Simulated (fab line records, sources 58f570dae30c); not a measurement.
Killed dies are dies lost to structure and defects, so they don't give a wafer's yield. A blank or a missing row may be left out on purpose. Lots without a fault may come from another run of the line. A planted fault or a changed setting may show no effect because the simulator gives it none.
Which tool did it? | flow berkeley_cmos170 | 7 lots, 21 wafers sampled, at 1 step of a route of 331

WHAT THE GAUGES READ, wafer by wafer
UCB170_ACTIVE_THK_MEAS_03.
lot  | measured    | on            | ACTIVE_OXIDE_THK (nm)
L991 | day 4 18:34 | film_metro-04 | 27.1 26.6 27.3
L993 | day 5 07:09 | film_metro-04 | 26.8 26.9 26.5
L997 | day 6 04:28 | film_metro-02 | 26.0 26.1 25.8
L102 | day 7 01:14 | film_metro-04 | 25.8 26.3 25.9
L104 | day 7 21:35 | film_metro-03 | 26.1 26.1 26.2
L107 | day 8 08:45 | film_metro-03 | 26.8 26.6 26.5
L110 | day 8 18:25 | film_metro-04 | 26.7 26.7 27.1

WHICH TOOL RAN EACH LOT (tool, then ch and the chambers of the sampled wafers, then the start)
The record holds no process step before these readings.

THE ANSWER, worked out from the rows above alone
Rule: what is usual is taken from the lots themselves. Put in order of their means at a reading, lots are off if they are a third of the lots or fewer, leave a main group of 4 or more, and stand apart from it by a gap of 3 or more times the standard deviation of the main group's means; of several such gaps the widest counts. A main group whose means are all the same, to the digits that the tables above print for the reading, isn't used. A lot without any number at a reading at which 4 lots or more have one is off too. The other lots that the step has rows for count as sound.
No lot is off at any reading shown: from this, nothing can be told.

WHAT THE SIMULATOR HAD PUT IN
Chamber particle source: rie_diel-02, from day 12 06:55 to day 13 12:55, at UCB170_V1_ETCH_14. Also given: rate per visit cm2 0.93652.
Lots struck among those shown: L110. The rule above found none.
